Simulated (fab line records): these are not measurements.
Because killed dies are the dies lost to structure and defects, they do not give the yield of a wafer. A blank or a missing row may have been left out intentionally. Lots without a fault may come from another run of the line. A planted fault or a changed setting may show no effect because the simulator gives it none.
One fault seen from 2 desks    flow berkeley cmos170    every desk sees just its own numbers, and what lay behind them comes last

## THE TOOL OWNER'S DESK: litho track-02
The tool's own readings at UCB170_CONTACT_COAT_10 (resist thk 900 nm): means of the sampled wafers that have a number, for each lot that ran on this tool. The brackets show how far a lot's mean lies from the usual mean; more than 4 standard deviations puts the lot out of limits, marked OUT.
Columns: A = spin speed rpm at UCB170_CONTACT_COAT_10, usual 1500.0 rpm
lot   first seen here  A
L345  day 8 01:00      1498.6
L346  day 8 05:00      1361.7 (-99 or more) OUT
L350  day 8 11:00      1361.3 (-99 or more) OUT
L348  day 8 13:00      1360.2 (-99 or more) OUT
This desk's verdict: out of limits on L346, L348, L350, starting with L346 at day 8 05:00 (spin speed rpm at UCB170_CONTACT_COAT_10). In limits: L345.

## THE METROLOGY DESK
Lot by lot, what the gauges showed, no matter which tool ran the lot: averages of those sampled wafers that carry a number. The brackets show how far a lot's mean lies from the usual mean; more than 4 standard deviations puts the lot out of limits, marked OUT.
Columns: A = CONTACT_PSG_THK at UCB170_CONTACT_THK_MEAS_02, usual 702 nm; B = cd nm at UCB170_CONTACT_CD_MEAS_15, usual 699.5 nm; C = CONTACT_OVL at UCB170_CONTACT_OVL_MEAS_16, usual -3 nm
lot   first seen here  A    B      C
L341  day 7 14:26      693  697.6  2
L345  day 8 00:24      702  701.3  -1
L346  day 8 03:57      709  698.3  -8
L350  day 8 09:32      700  697.1  4
L349  day 8 10:10      694  700.2  -5
L348  day 8 10:10      708  698.9  -4
L357  day 10 01:26     715  699.8  6
Finding of this desk: none of the 7 lots has anything out of limits.

## PUT TOGETHER
At day 8 05:00, on L346, L348, L350, the tool owner's desk was in a position to raise an alarm.
Nothing out of limits was seen by the metrology desk.
The metrology desk has L346, L348, L350 on record, within its limits.
The lots listed all ran UCB170_CONTACT_COAT_10 on litho track-02.

## WHAT THE SIMULATOR HAD PUT IN
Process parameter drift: litho track-02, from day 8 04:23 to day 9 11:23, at UCB170_CONTACT_COAT_10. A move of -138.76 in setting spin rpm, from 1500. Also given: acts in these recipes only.
Shown lots that were struck: L346, L348, L350.
Time in hours from fault onset to the first out-of-limits reading at each desk: the tool owner's desk, 1.
